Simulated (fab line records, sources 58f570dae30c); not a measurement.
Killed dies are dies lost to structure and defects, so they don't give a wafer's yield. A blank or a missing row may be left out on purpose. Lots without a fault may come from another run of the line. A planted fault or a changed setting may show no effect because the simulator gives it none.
One fault seen from 2 desks | flow berkeley_cmos170 | each desk has only its own numbers; what lay behind them comes last

THE METROLOGY DESK
What the gauges read, lot by lot, whatever tool the lot ran on: means of the sampled wafers that have a number. A lot is out of limits, marked OUT, if its mean lies more than 4 standard deviations from the usual mean; the brackets give that distance.
Columns: A = cd_nm at UCB170_V1_CD_MEAS_90, usual 700.7 nm
lot  | first seen here | A
L124 | day 7 10:30     | 701.6
L125 | day 7 19:25     | 699.2
L126 | day 8 10:41     | 704.4
L129 | day 8 15:41     | 700.2
L127 | day 8 16:25     | 700.2
L130 | day 8 16:54     | 700.7
L131 | day 9 11:45     | 698.5
L133 | day 9 11:52     | 699.9
L134 | day 9 12:04     | 700.1
L142 | day 10 23:52    | 699.9
L143 | day 11 11:34    | 700.8
L144 | day 11 11:52    | 699.7
L145 | day 11 18:58    | 699.9
L146 | day 12 12:44    | 700.9
This desk's finding: nothing out of limits on any of the 14 lots.

THE TOOL OWNER'S DESK: rie_metal-01
The tool's own readings at UCB170_M1_METAL_ETCH_12 (etches Al in Cl2/BCl3, stops on PSG, target depth 780 nm, time 130 s): means of the sampled wafers that have a number, for each lot that ran on this tool. A lot is out of limits, marked OUT, if its mean lies more than 4 standard deviations from the usual mean; the brackets give that distance.
Columns: A = chamber_pressure_mTorr at UCB170_M1_METAL_ETCH_12, usual 11.998 mTorr; B = drypump_motor_current_A at UCB170_M1_METAL_ETCH_12, usual 5.6 A; C = oes_product_au at UCB170_M1_METAL_ETCH_12, usual 0.863 a.u.; D = run_length_s at UCB170_M1_METAL_ETCH_12, usual 158.6 s; E = throttle_valve_pct at UCB170_M1_METAL_ETCH_12, usual 24.26 %
lot  | first seen here | A      | B   | C     | D                | E
L124 | day 7 04:10     | 11.999 | 5.4 | 0.852 | 158.8            | 24.23
L126 | day 8 02:45     | 11.999 | 5.0 | 0.846 | 158.4            | 24.01
L127 | day 8 09:28     | 11.997 | 5.3 | 0.848 | 158.7            | 24.06
L142 | day 10 18:42    | 12.001 | 5.2 | 0.875 | 155.7 (-7.7) OUT | 24.04
L143 | day 11 02:10    | 12.003 | 5.4 | 0.897 | 152.8 (-15) OUT  | 24.09
This desk's finding: out of limits on L142, L143; first on L142, day 10 18:42 (run_length_s at UCB170_M1_METAL_ETCH_12). In limits: L124, L126, L127.

PUT TOGETHER
The tool owner's desk could have raised an alarm at day 10 18:42, on L142, L143.
The metrology desk saw nothing out of limits.
The metrology desk has L142, L143 on record, within its limits.
Of the lots named, all ran UCB170_M1_METAL_ETCH_12 on rie_metal-01.

WHAT THE SIMULATOR HAD PUT IN
Process parameter drift: rie_metal-01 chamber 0, from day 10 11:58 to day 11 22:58, at UCB170_M1_METAL_ETCH_12. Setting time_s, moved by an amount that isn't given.
Lots struck among those shown: L142, L143.
Hours from the fault's start to each desk's first reading out of limits: the tool owner's desk, 7.
